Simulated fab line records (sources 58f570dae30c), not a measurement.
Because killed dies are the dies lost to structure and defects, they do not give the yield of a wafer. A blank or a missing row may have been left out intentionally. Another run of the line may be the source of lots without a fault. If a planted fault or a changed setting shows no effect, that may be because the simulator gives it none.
Struck lot and sound lot, side by side + flow berkeley cmos170 + 20 steps out of a route of 331
Sound: wafers L443.4, L443.5, L443.6. Wafers L445.2, L445.3, L445.4 were the ones struck. The cause is given at the end.
Per side, at each step with rows, come the tool, then ch with its chambers, and then its first start. Under that, the readings that differ: sound wafers + struck wafers + difference of the means + sigmas: that difference in standard deviations of wafers without a fault.
alike: same words and numbers on both sides, and readings whose means sit less than 2 such deviations apart. not compared: any withheld reading, any reading some wafer has no value for, any bound like >300 that may hide the same value, and any number with overlapping values for which the record gives no deviation.
The two part at a step that has a row with sigmas, a row that says differs or no value, or rows on one side only. When numbers do not overlap yet have no deviation, they are printed without sigmas and do not part them. Lack of a reading on every wafer of one side parts them only where that side has two or more wafers.

first, 4 steps without rows for these wafers: UCB170_PLDD_SOFTBAKE_02 (time 60 s); UCB170_PLDD_EXPOSE_03 (exposes mask PSELECT, target cd 1200 nm); UCB170_PLDD_PEB_04; UCB170_PLDD_DEVELOP_05 (develop time 45 s).
UCB170_PLDD_CD_MEAS_06: target cd 1200 nm.
  sound on cd sem-02, day 8 20:35; struck on cd sem-02, day 9 04:04
  alike: cd nm
UCB170_PLDD_OVL_MEAS_07:
  sound on overlay-01, day 8 20:40; struck on overlay-02, day 9 04:10
  alike: PLDD_OVL
then, 2 steps without rows for these wafers: UCB170_PLDD_IMPLANT_08; UCB170_PLDD_IMPLANT_09.
UCB170_PLDD_STRIP_10: strips in O2.
  sound on plasma asher-01 ch 0,1, day 8 21:01; struck on plasma asher-01 ch 0,1, day 9 04:29
  alike: chamber pressure mTorr, drypump motor current A, o2 flow sccm, oes product au, strip time to endpoint s
  not compared: rf hours counter h
UCB170_PLDD_TW_MEAS_11:
  sound on film metro-04, day 8 21:07; struck on film metro-04, day 9 04:36
  alike: PLDD_TW
then, 2 steps without rows for these wafers: UCB170_PLDD_CLEAN_12 (cleans in SPM, time 600 s); UCB170_NLDD_HMDS_00 (prime time 60 s).
UCB170_NLDD_COAT_01: resist thk 900 nm.
  struck on litho track-01, day 9 05:16; sound on litho track-02 ch 0, day 8 21:44
  no value came back on the struck wafers for chill plate temp C (C), dispense pressure kPa (kPa); on the sound wafers chill plate temp C (C) reads 22.95 22.97 23.04
then, 4 steps without rows for these wafers: UCB170_NLDD_SOFTBAKE_02 (time 60 s); UCB170_NLDD_EXPOSE_03 (exposes mask NSELECT, target cd 1200 nm); UCB170_NLDD_PEB_04; UCB170_NLDD_DEVELOP_05 (develop time 45 s).
UCB170_NLDD_CD_MEAS_06: target cd 1200 nm.
  sound on cd sem-02, day 8 22:32; struck on cd sem-01, day 9 06:33
| reading    | sound                | struck | difference                    | sigmas |
|------------|----------------------|--------|-------------------------------|--------|
| cd nm (nm) | 1198.9 1199.2 1198.5 | - - -  | no value on the struck wafers |        |
UCB170_NLDD_OVL_MEAS_07:
  sound on overlay-01, day 8 22:37; struck on overlay-02, day 9 06:40
| reading       | sound     | struck | difference                    | sigmas |
|---------------|-----------|--------|-------------------------------|--------|
| NLDD_OVL (nm) | -10 -7 -7 | - - -  | no value on the struck wafers |        |
UCB170_M3_PROBE_99:
  record: rows for the struck wafers here (prober-01, day 10 20:05), none for the sound ones

WHERE THEY PART
Last at UCB170_M3_PROBE_99 as far as this record goes, first at UCB170_NLDD_COAT_01.

WHY: whatever the simulator had introduced
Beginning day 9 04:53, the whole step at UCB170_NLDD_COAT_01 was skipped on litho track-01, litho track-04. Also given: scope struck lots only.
